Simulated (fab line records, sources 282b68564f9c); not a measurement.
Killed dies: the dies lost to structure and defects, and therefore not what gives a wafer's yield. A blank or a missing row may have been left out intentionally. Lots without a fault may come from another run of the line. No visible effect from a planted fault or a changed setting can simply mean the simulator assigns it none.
fab line records    flow rit_cmos
record lots=6  wafers=18  last_day=7
route steps=202 shown M1@184
lots that met no fault: taken from a fault-free run of the same line
start_h: the number of hours between the record's first day and the start of the first shown wafer of the lot    wait_h: time in hours since the lot's previous step    " unchanged from the row above    L1.1+2: one row covering several wafers at once    - no value, or no start given    * or withheld: withheld    < > ~ a bound
route shown NAME@n: names a module that has steps shown in the file, with the first one's number in the route    usual: mean/standard deviation of fault-free wafers    same: alike in all rows    chamber/n: place in a boat    sites: readings site by site    _std_site: standard deviation of those values    _edge_site: the outer-site mean with the inner-site mean subtracted    radius_mm: how far each site lies from the wafer's centre    mask NAME#n: copy n    behind: the most recent tool/chamber to have shaped the wafer    hold: cause of the lot's hold/its duration in hours/its outcome    device: transistor that didn't switch, given as n, p or np    end of line: the same wafers' tests at the end of the route    a step given without rows: its recipe and nothing more    killed: at the first sort, the dies lost to defects and structure; wafer yield is something else    map: shows each die of a wafer: x if killed, . if not, _ if none is there
set.NAME: the run value of the setting; set.NAME@STEP: its run value at that earlier step    model.NAME: the simulator's own value behind a step, which no gauge read
lots at selected steps of the route; one table per step, one row per wafer
services: when a tool's chamber went out of use (start_h, in hours from the record's first day, below 0 if earlier), for how many hours, and the reason
## steps
# step RIT_M1_SPUTTER_00
# recipe material=Al  target_thk_nm=400  power_w=2000  chamber_pressure_pa=0.4  gas=Ar  time_s=500  substrate_temp_c=25
# usual throttle_valve_pct=30.0/0.85
lot.wafer  tool            chamber  start_h  wait_h  throttle_valve_pct
L323.1     pvd_sputter-04  -        69.88    0.0     30.4
L323.2     "               -        "        "       29.9
L323.3     "               -        "        "       29.3
L324.2     pvd_sputter-03  -        71.98    0.0     29.3
L324.4     "               -        "        "       29.7
L324.5     "               -        "        "       30.6
L325.1     pvd_sputter-02  -        77.97    0.0     30.4
L325.3     "               -        "        "       30.2
L325.5     "               -        "        "       29.5
L330.4     pvd_sputter-04  -        103.29   0.0     28.9
L330.5     "               -        "        "       30.0
L330.6     "               -        "        "       29.2
L334.2     pvd_sputter-04  -        124.13   0.0     28.6
L334.3     "               -        "        "       30.6
L334.6     "               -        "        "       30.6
L340.3     pvd_sputter-04  -        152.77   0.0     30.2
L340.5     "               -        "        "       29.9
L340.6     "               -        "        "       29.1
# step RIT_M1_RS_MEAS_01
# recipe thk_meas_gauge=four-point-probe  reads=Al_of_M1_SPUTTER_00
# usual M1_AL_RS=0.0733/0.00083
lot.wafer  tool           chamber  start_h  wait_h  M1_AL_RS[ohm/sq]
L323.1     film_metro-02  -        70.17    0.1     0.0740
L323.2     "              -        "        "       0.0743
L323.3     "              -        "        "       0.0737
L324.2     film_metro-03  -        72.30    0.2     0.0748
L324.4     "              -        "        "       0.0736
L324.5     "              -        "        "       0.0736
L325.1     film_metro-03  -        78.27    0.1     0.0731
L325.3     "              -        "        "       0.0747
L325.5     "              -        "        "       0.0731
L330.4     film_metro-01  -        103.64   0.2     0.0745
L330.5     "              -        "        "       0.0731
L330.6     "              -        "        "       0.0737
L334.2     film_metro-03  -        124.45   0.2     0.0744
L334.3     "              -        "        "       0.0729
L334.6     "              -        "        "       0.0734
L340.3     film_metro-02  -        153.10   0.2     0.0730
L340.5     "              -        "        "       0.0736
L340.6     "              -        "        "       0.0728
# step RIT_M1_THK_MEAS_02
# recipe thk_meas_gauge=xrf  reads=Al_of_M1_SPUTTER_00
# usual M1_AL_THK=395/4.7
lot.wafer  tool           chamber  start_h  wait_h  M1_AL_THK[nm]
L323.1     film_metro-02  -        70.29    0.1     396
L323.2     "              -        "        "       394
L323.3     "              -        "        "       397
L324.2     film_metro-03  -        72.41    0.1     386
L324.4     "              -        "        "       393
L324.5     "              -        "        "       394
L325.1     film_metro-03  -        78.39    0.1     395
L325.3     "              -        "        "       387
L325.5     "              -        "        "       394
L330.4     film_metro-01  -        103.73   0.1     390
L330.5     "              -        "        "       395
L330.6     "              -        "        "       394
L334.2     film_metro-03  -        124.56   0.1     389
L334.3     "              -        "        "       397
L334.6     "              -        "        "       394
L340.3     film_metro-02  -        153.20   0.1     397
L340.5     "              -        "        "       396
L340.6     "              -        "        "       398
# step RIT_M1_HMDS_03
# recipe prime_time_s=60  prime_temp_c=140
# step RIT_M1_COAT_04
# recipe resist=NOVOLAK  spin_rpm=2000  resist_thk_nm=1300
# step RIT_M1_SOFTBAKE_05
# recipe resist=NOVOLAK  temp_c=90  time_s=60
# step RIT_M1_EXPOSE_06
# recipe mask_id=M12  na=0.6  source_shape=conventional  sigma_outer=0.5  target_cd_nm=2600  dose_mj=250
# step RIT_M1_PEB_07
# recipe resist=NOVOLAK  temp_c=withheld  time_s=withheld
# step RIT_M1_DEVELOP_08
# recipe resist=NOVOLAK  develop_time_s=68  dev_temp_c=23
# step RIT_M1_CD_MEAS_09
# recipe target_cd_nm=2600
# usual cd_nm=2599.1/2.2
lot.wafer  tool       chamber  start_h  wait_h  cd_nm
L323.1     cd_sem-02  -        71.36    -       2599.9
L323.2     "          -        "        "       2600.7
L323.3     "          -        "        "       2600.9
L324.2     cd_sem-02  -        73.48    -       2597.3
L324.4     "          -        "        "       2595.8
L324.5     "          -        "        "       2597.1
L325.1     cd_sem-01  -        79.45    -       2597.6
L325.3     "          -        "        "       2598.9
L325.5     "          -        "        "       2600.8
L330.4     cd_sem-01  -        104.83   -       2600.1
L330.5     "          -        "        "       2601.8
L330.6     "          -        "        "       2601.5
L334.2     cd_sem-02  -        125.63   -       2598.8
L334.3     "          -        "        "       2599.2
L334.6     "          -        "        "       2599.4
L340.3     cd_sem-01  -        154.29   -       2600.2
L340.5     "          -        "        "       2598.4
L340.6     "          -        "        "       2601.2
# step RIT_M1_OVL_MEAS_10
# usual M1_OVL=-0.4/1.3
lot.wafer  tool        chamber  start_h  wait_h  M1_OVL[nm]
L323.1     overlay-01  -        71.48    0.1     0.2
L323.2     "           -        "        "       1.4
L323.3     "           -        "        "       1.5
L324.2     overlay-02  -        73.59    0.1     -0.7
L324.4     "           -        "        "       -2.0
L324.5     "           -        "        "       -0.3
L325.1     overlay-01  -        79.57    0.1     1.5
L325.3     "           -        "        "       1.5
L325.5     "           -        "        "       -0.6
L330.4     overlay-02  -        104.91   0.1     -0.2
L330.5     "           -        "        "       -2.2
L330.6     "           -        "        "       -1.3
L334.2     overlay-02  -        125.74   0.1     -1.2
L334.3     "           -        "        "       -1.0
L334.6     "           -        "        "       -0.1
L340.3     overlay-02  -        154.38   0.1     0.9
L340.5     "           -        "        "       -0.6
L340.6     "           -        "        "       0.3
# step RIT_M1_HARDBAKE_11
# recipe resist=NOVOLAK  temp_c=140  time_s=120
# step RIT_M1_METAL_ETCH_12
# recipe stop_on=SiO2  chemistry=Cl2/BCl3  target=Al  time_s=165  over_etch_frac=0.5  pressure_mtorr=100  target_depth_a=6000  rf_w=250  Cl2_flow_sccm=60  bcl3_flow_sccm=50
# usual bcl3_flow_sccm=50.01/0.14  chamber_pressure_mTorr=100.00/0.1  drypump_motor_current_A=5.73/0.28  mfc_cl2_sccm=60.00/0.17  oes_product_au=0.784/0.011  throttle_valve_pct=8.31/0.13
lot.wafer  tool          chamber  start_h  wait_h  bcl3_flow_sccm  chamber_pressure_mTorr  drypump_motor_current_A  mfc_cl2_sccm  oes_product_au  rf_hours_counter_h  throttle_valve_pct  model.NOVOLAK_of_M1_COAT_04.thk_nm  model.SiO2_of_CONTACT_CVD_00.thk_nm
L323.1     rie_metal-02  1        71.76    0.2     50.28           99.82                   5.15                     59.76         0.777           37                  8.47                817.2                               363.6
L323.2     "             0        "        "       50.12           99.92                   5.77                     60.10         0.780           33                  8.08                815.7                               361.5
L323.3     "             1        "        "       49.94           100.12                  5.17                     59.92         0.785           -                   8.48                814.8                               364.1
L324.2     rie_metal-04  0        73.97    0.2     -               -                       -                        -             -               -                   -                   1136                                390.7
L324.4     "             1        "        "       -               -                       -                        -             -               -                   -                   1136                                399.3
L324.5     "             0        "        "       -               -                       -                        -             -               -                   -                   1138                                389.8
L325.1     rie_metal-03  1        79.86    0.2     -               -                       -                        -             -               -                   -                   1134                                397.1
L325.3     "             0        "        "       -               -                       -                        -             -               -                   -                   1136                                390.4
L325.5     "             0        "        "       -               -                       -                        -             -               -                   -                   1133                                400.3
L330.4     rie_metal-04  0        105.23   0.1     49.90           99.97                   5.85                     60.05         0.784           -                   8.31                794                                 370.7
L330.5     "             0        "        "       50.12           100.06                  5.85                     59.95         0.787           -                   8.31                796.8                               373
L330.6     "             1        "        "       49.95           100.20                  5.42                     59.77         0.779           -                   8.16                796.9                               370
L334.2     rie_metal-03  0        126.02   0.2     50.03           99.99                   5.94                     59.87         0.780           4                   8.32                815.1                               356.9
L334.3     "             1        "        "       50.27           99.88                   5.86                     59.85         0.798           -                   8.43                819                                 361.6
L334.6     "             0        "        "       50.02           99.94                   5.97                     59.75         0.790           -                   8.32                816.5                               364.3
L340.3     rie_metal-03  1        154.71   0.2     50.09           99.96                   5.92                     59.99         0.799           -                   8.44                819.2                               362.6
L340.5     "             1        "        "       50.11           99.89                   5.92                     60.10         0.793           -                   8.45                815                                 366
L340.6     "             0        "        "       50.22           100.13                  6.01                     60.11         0.794           -                   8.32                816.7                               367.8
# step RIT_M1_STRIP_13
# recipe chemistry=nmp  resist=NOVOLAK  temp_c=80  time_s=600  dry=n2_spin
# step RIT_M1_STRIP_14
# recipe chemistry=O2  time_s=180  platen_temp_c=withheld  power_w=500  pressure_mtorr=4000  o2_flow_sccm=4000
# usual drypump_motor_current_A=6.16/0.19
lot.wafer  tool             chamber  start_h  wait_h  drypump_motor_current_A  rf_hours_counter_h
L323.1     plasma_asher-04  0        72.10    0.0     6.05                     29
L323.2     "                1        "        "       6.13                     29
L323.3     "                0        "        "       6.05                     -
L324.2     plasma_asher-01  0        74.31    0.0     6.34                     44
L324.4     "                1        "        "       5.91                     -
L324.5     "                1        "        "       5.92                     -
L325.1     plasma_asher-04  0        80.20    0.0     6.04                     30
L325.3     "                0        "        "       6.04                     -
L325.5     "                1        "        "       6.14                     -
L330.4     plasma_asher-04  0        105.57   0.1     6.03                     -
L330.5     "                0        "        "       6.04                     -
L330.6     "                1        "        "       6.16                     -
L334.2     plasma_asher-01  0        126.56   0.0     6.28                     49
L334.3     "                1        "        "       5.91                     -
L334.6     "                1        "        "       5.89                     -
L340.3     plasma_asher-03  0        155.05   0.1     6.51                     -
L340.5     "                1        "        "       6.29                     -
L340.6     "                0        "        "       6.50                     -
# step RIT_M1_CD_MEAS_90
# recipe target_cd_nm=2600
# usual cd_nm=2599.8/2.9
lot.wafer  tool       chamber  start_h  wait_h  cd_nm
L323.1     cd_sem-02  -        72.28    0.1     2601.0
L323.2     "          -        "        "       2599.5
L323.3     "          -        "        "       2601.5
L324.2     cd_sem-01  -        74.50    0.1     -
L324.4     "          -        "        "       -
L324.5     "          -        "        "       -
L325.1     cd_sem-01  -        80.37    0.1     -
L325.3     "          -        "        "       -
L325.5     "          -        "        "       -
L330.4     cd_sem-02  -        105.75   0.1     2601.2
L330.5     "          -        "        "       2601.6
L330.6     "          -        "        "       2602.8
L334.2     cd_sem-02  -        126.76   0.1     2598.3
L334.3     "          -        "        "       2601.6
L334.6     "          -        "        "       2598.5
L340.3     cd_sem-01  -        155.21   0.1     2606.3
L340.5     "          -        "        "       2603.3
L340.6     "          -        "        "       2601.5
# step RIT_M1_ANNEAL_15
# recipe temp_c=450  time_s=1800  ambient=forming_gas_H2N2
# step RIT_M1_BOW_MEAS_16
# recipe mode=bow
# usual M1_BOW=17/6.4
lot.wafer  tool           chamber  start_h  wait_h  M1_BOW[um]
L323.1     film_metro-03  -        73.90    0.0     25
L323.2     "              -        "        "       10
L323.3     "              -        "        "       18
L324.2     film_metro-03  -        76.12    0.0     -3
L324.4     "              -        "        "       -1
L324.5     "              -        "        "       3
L325.1     film_metro-02  -        81.99    0.0     -11
L325.3     "              -        "        "       -2
L325.5     "              -        "        "       0
L330.4     film_metro-01  -        107.37   0.1     21
L330.5     "              -        "        "       23
L330.6     "              -        "        "       28
L334.2     film_metro-01  -        128.38   0.0     24
L334.3     "              -        "        "       14
L334.6     "              -        "        "       24
L340.3     film_metro-03  -        156.83   0.0     12
L340.5     "              -        "        "       17
L340.6     "              -        "        "       18
# step RIT_M1_PROBE_99
# usual defect_limited_yield=97.3/1  killed_at_M0_to_M3=0.0/0.23  killed_at_contacts=0.1/0.34  killed_at_front_end=6.9/2.8  killed_dies=7.1/2.8  killed_on_rim=1.8/1.3  killed_open=3.4/1.9  killed_short=3.6/1.7  sort_bin_3_pad_short=0.1/0.21  sort_bin_5_function=1.6/0.75  sort_bin_6_memory=0.9/0.64  sort_n_pass=256.9/2.8  sort_yield_pct=97.3/1
# same gross_dies=264  killed_at_M4_up=0  killed_at_back_side=0  killed_at_other=0
lot.wafer  tool       chamber  start_h  wait_h  defect_limited_yield[%]  killed_at_M0_to_M3  killed_at_contacts  killed_at_front_end  killed_dies  killed_on_rim  killed_open  killed_short  sort_bin_3_pad_short[%]  sort_bin_5_function[%]  sort_bin_6_memory[%]  sort_n_pass  sort_yield_pct[%]
L323.1     prober-01  -        74.02    0.1     97.7                     0                   0                   6                    6            3              2            4             1.1                      0.4                     0.8                   258.0        97.7
L323.2     prober-01  -        74.07    0.1     97.3                     0                   0                   7                    7            0              1            6             0                        2.3                     0.4                   257.0        97.3
L323.3     prober-01  -        74.12    0.2     98.1                     0                   0                   5                    5            2              1            4             0                        1.1                     0.8                   259.0        98.1
L324.2     prober-02  -        76.27    0.1     0                        256                 0                   8                    264          70             5            3             0                        98.9                    1.1                   0            0
L324.4     prober-02  -        76.37    0.2     0                        258                 0                   6                    264          70             2            4             0                        98.5                    1.5                   0            0
L324.5     prober-02  -        76.42    0.2     0                        255                 0                   9                    264          70             6            3             0                        98.9                    1.1                   0            0
L325.1     prober-01  -        82.11    0.1     0                        259                 0                   5                    264          70             2            3             0                        99.6                    0.4                   0            0
L325.3     prober-01  -        82.21    0.2     0                        259                 0                   5                    264          70             3            2             0                        99.2                    0.8                   0            0
L325.5     prober-01  -        82.31    0.2     0                        254                 0                   10                   264          70             5            5             0.4                      98.5                    1.1                   0            0
L330.4     prober-02  -        107.58   0.2     99.2                     0                   0                   2                    2            0              1            1             0                        0.8                     0                     262.0        99.2
L330.5     prober-02  -        107.63   0.2     94.7                     0                   0                   14                   14           2              7            7             0.4                      2.3                     2.7                   250.0        94.7
L330.6     prober-02  -        107.68   0.2     97.3                     0                   1                   6                    7            2              3            4             0.4                      1.1                     1.1                   257.0        97.3
L334.2     prober-02  -        128.53   0.1     98.9                     0                   0                   3                    3            1              0            2             0                        0.8                     0.4                   261.0        98.9
L334.3     prober-02  -        128.58   0.2     97.0                     0                   0                   8                    8            4              4            4             0.4                      2.7                     0                     256.0        97.0
L334.6     prober-02  -        128.73   0.2     97.3                     0                   0                   7                    7            2              1            6             0.4                      1.5                     0.8                   257.0        97.3
L340.3     prober-01  -        157.01   0.2     96.2                     0                   0                   10                   10           1              5            5             0                        1.9                     1.9                   254.0        96.2
L340.5     prober-01  -        157.11   0.2     96.2                     0                   0                   10                   10           3              4            6             0                        2.7                     1.1                   254.0        96.2
L340.6     prober-01  -        157.16   0.2     97.7                     0                   0                   6                    6            2              5            1             0                        1.5                     0.8                   258.0        97.7
# killed by level:class
L323.1 GATE:geometric_particle:open=2 GATE:geometric_particle:short=1 REOX:geometric_particle:short=1 SPACER:geometric_particle:short=1 SILICIDE:geometric_particle:short=1
L323.2 SILICIDE:geometric_particle:short=3 FOX1:geometric_particle:short=2 REOX:geometric_particle:short=1 SILICIDE:geometric_particle:open=1
L323.3 GATE:geometric_particle:short=2 REOX:geometric_particle:short=1 GATE:geometric_particle:open=1 SPACER:geometric_particle:short=1
L324.2 M1:area_etch=256 REOX:geometric_particle:open=2 SPACER:geometric_particle:short=2 FOX1:geometric_particle:open=1 GATE:geometric_particle:short=1 SPACER:geometric_particle:open=1 SILICIDE:geometric_particle:open=1
L324.4 M1:area_etch=258 SILICIDE:geometric_particle:short=2 FOX2:geometric_particle:open=1 GATE:geometric_particle:short=1 REOX:geometric_particle:open=1 REOX:geometric_particle:short=1
L324.5 M1:area_etch=255 GATE:geometric_particle:short=3 REOX:geometric_particle:open=3 GATE:geometric_particle:open=2 SILICIDE:geometric_particle:open=1
L325.1 M1:area_etch=259 GATE:geometric_particle:short=2 FOX2:geometric_particle:short=1 GATE:geometric_particle:open=1 SILICIDE:geometric_particle:open=1
L325.3 M1:area_etch=259 REOX:geometric_particle:short=2 GATE:geometric_particle:open=1 REOX:geometric_particle:open=1 SPACER:geometric_particle:open=1
L325.5 M1:area_etch=254 GATE:geometric_particle:open=2 GATE:geometric_particle:short=2 REOX:geometric_particle:short=2 FOX1:geometric_particle:open=1 REOX:geometric_particle:open=1 SPACER:geometric_particle:open=1 SILICIDE:geometric_particle:short=1
L330.4 GATE:geometric_particle:short=1 GATE:geometric_particle:open=1
L330.5 FOX1:geometric_particle:short=2 GATE:geometric_particle:open=2 SPACER:geometric_particle:open=2 SILICIDE:geometric_particle:short=2 FOX1:geometric_particle:open=1 FOX2:geometric_particle:open=1 GATE:geometric_particle:short=1 REOX:geometric_particle:open=1
L330.6 GATE:geometric_particle:short=2 SILICIDE:geometric_particle:open=2 GATE:geometric_particle:open=1 REOX:geometric_particle:short=1 CONTACT:geometric_particle:short=1
L334.2 SILICIDE:geometric_particle:short=2 GATE:coat_microbubble_printed=1
L334.3 GATE:geometric_particle:short=3 SPACER:geometric_particle:open=2 FOX1:geometric_particle:open=1 GATE:geometric_particle:open=1 SILICIDE:geometric_particle:short=1
L334.6 GATE:geometric_particle:short=3 FOX1:geometric_particle:short=1 FOX2:geometric_particle:short=1 SILICIDE:geometric_particle:open=1 SILICIDE:geometric_particle:short=1
L340.3 GATE:geometric_particle:open=4 GATE:geometric_particle:short=3 REOX:geometric_particle:short=1 SPACER:geometric_particle:open=1 SILICIDE:geometric_particle:short=1
L340.5 GATE:geometric_particle:short=4 GATE:geometric_particle:open=2 FOX2:geometric_particle:open=1 SPACER:geometric_particle:open=1 SPACER:geometric_particle:short=1 SILICIDE:geometric_particle:short=1
L340.6 REOX:geometric_particle:open=3 FOX2:geometric_particle:open=1 GATE:geometric_particle:open=1 SILICIDE:geometric_particle:short=1
# map L324.2 (x killed, . not)
________xxxxxxx_______
_____xxxxxxxxxxxxx____
____xxxxxxxxxxxxxxx___
___xxxxxxxxxxxxxxxxx__
__xxxxxxxxxxxxxxxxxxx_
__xxxxxxxxxxxxxxxxxxx_
_xxxxxxxxxxxxxxxxxxxxx
_xxxxxxxxxxxxxxxxxxxxx
_xxxxxxxxxxxxxxxxxxxxx
_xxxxxxxxxxxxxxxxxxxxx
__xxxxxxxxxxxxxxxxxxx_
__xxxxxxxxxxxxxxxxxxx_
___xxxxxxxxxxxxxxxxx__
____xxxxxxxxxxxxxxx___
_____xxxxxxxxxxxxx____
________xxxxxxx_______
# map L325.1 (x killed, . not)
________xxxxxxx_______
_____xxxxxxxxxxxxx____
____xxxxxxxxxxxxxxx___
___xxxxxxxxxxxxxxxxx__
__xxxxxxxxxxxxxxxxxxx_
__xxxxxxxxxxxxxxxxxxx_
_xxxxxxxxxxxxxxxxxxxxx
_xxxxxxxxxxxxxxxxxxxxx
_xxxxxxxxxxxxxxxxxxxxx
_xxxxxxxxxxxxxxxxxxxxx
__xxxxxxxxxxxxxxxxxxx_
__xxxxxxxxxxxxxxxxxxx_
___xxxxxxxxxxxxxxxxx__
____xxxxxxxxxxxxxxx___
_____xxxxxxxxxxxxx____
________xxxxxxx_______
## services
tool             chamber  start_h  hours  kind
plasma_asher-03  -        57.75    28.1   pm
rie_metal-03     1        66.92    2.4    repair
pvd_sputter-03   -        69.20    2.3    repair
plasma_asher-03  -        105.49   1.6    repair
plasma_asher-03  -        108.75   9.0    pm
plasma_asher-03  0        108.75   9.0    vent_cycle
plasma_asher-03  1        108.75   9.0    vent_cycle
plasma_asher-01  -        111.83   4.1    repair
plasma_asher-03  0        117.75   -      clean
plasma_asher-03  1        117.75   -      clean
rie_metal-02     -        136.12   20.0   pm
rie_metal-02     0        136.12   20.0   vent_cycle
rie_metal-02     1        136.12   20.0   vent_cycle
## key
first_sign step=RIT_M1_METAL_ETCH_12  reading=tool_record  direction=missing
effect step=RIT_M1_CD_MEAS_90  reading=cd_nm  direction=missing
effect step=RIT_M1_BOW_MEAS_16  reading=M1_BOW  direction=down  sigmas=3.1  usual=17  struck=-2
effect step=RIT_M1_PROBE_99  reading=killed_at_M0_to_M3  direction=up  sigmas=99+  usual=0.0  struck=256.8
model_effect step=RIT_M1_METAL_ETCH_12  value=NOVOLAK_of_M1_COAT_04.thk_nm  without=804.7  struck=1136
more_kills_born_at RIT_M1_METAL_ETCH_12@rie_metal-03=772  RIT_M1_METAL_ETCH_12@rie_metal-04=769
met_at RIT_M1_METAL_ETCH_12
struck_wafers L324.2,L324.4,L324.5,L325.1,L325.3,L325.5
later_rows_left_out L324.2,L324.4,L324.5,L325.1,L325.3,L325.5
fault kind=skipped_step_whole  tool=rie_metal-03,rie_metal-04  chamber=-  onset_h=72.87  steps=RIT_M1_METAL_ETCH_12  scope=struck_lots_only
# later_rows_left_out: the simulator's readings of these wafers behind a module that went badly wrong aren't trusted and aren't shown, but for the sort
